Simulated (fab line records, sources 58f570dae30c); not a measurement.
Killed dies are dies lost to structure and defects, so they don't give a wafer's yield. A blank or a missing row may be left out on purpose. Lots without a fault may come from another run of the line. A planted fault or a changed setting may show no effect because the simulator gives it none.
One fault seen from 2 desks | flow berkeley_cmos170 | each desk has only its own numbers; what lay behind them comes last

THE METROLOGY DESK
What the gauges read, lot by lot, whatever tool the lot ran on: means of the sampled wafers that have a number. A lot is out of limits, marked OUT, if its mean lies more than 4 standard deviations from the usual mean; the brackets give that distance.
Columns: A = V1_TEOS_THK at UCB170_V1_THK_MEAS_01, usual 1998 nm; B = V1_BOW at UCB170_V1_BOW_MEAS_03, usual 17 um; C = V1_POLISHED_THK at UCB170_V1_THK_MEAS_04, usual 1000.8 nm; D = cd_nm at UCB170_V1_CD_MEAS_12, usual 699.4 nm
lot  | first seen here | A    | B  | C      | D
L590 | day 8 07:17     | 2031 | 21 | 1001.2 | 699.7
L598 | day 9 18:10     | 1989 | 15 | 999.9  | 699.6
L607 | day 11 17:06    | 2026 | 14 | 1001.3 | -
L608 | day 11 22:43    | 2010 | 25 | 1001.6 | -
L609 | day 12 00:04    | 2010 | 19 | 1001.5 | -
L610 | day 12 15:25    | 1999 | 22 | 1001.0 | 698.6
L612 | day 13 02:44    | 2000 | 11 | 1000.8 | 699.5
This desk's finding: nothing out of limits on any of the 7 lots.

THE TOOL OWNER'S DESK: litho_track-02
The tool's own readings at UCB170_V1_DEVELOP_11 (develop time 45 s): means of the sampled wafers that have a number, for each lot that ran on this tool. A lot is out of limits, marked OUT, if its mean lies more than 4 standard deviations from the usual mean; the brackets give that distance.
Columns: A = chill_plate_temp_C at UCB170_V1_DEVELOP_11, usual 23.00 C
lot  | first seen here | A
L590 | day 8 09:00     | 22.85
L598 | day 9 22:00     | 22.99
L610 | day 12 17:00    | 23.02
This desk's finding: nothing out of limits on any of the 3 lots.

PUT TOGETHER
The metrology desk saw nothing out of limits.
The tool owner's desk saw nothing out of limits.

WHAT THE SIMULATOR HAD PUT IN
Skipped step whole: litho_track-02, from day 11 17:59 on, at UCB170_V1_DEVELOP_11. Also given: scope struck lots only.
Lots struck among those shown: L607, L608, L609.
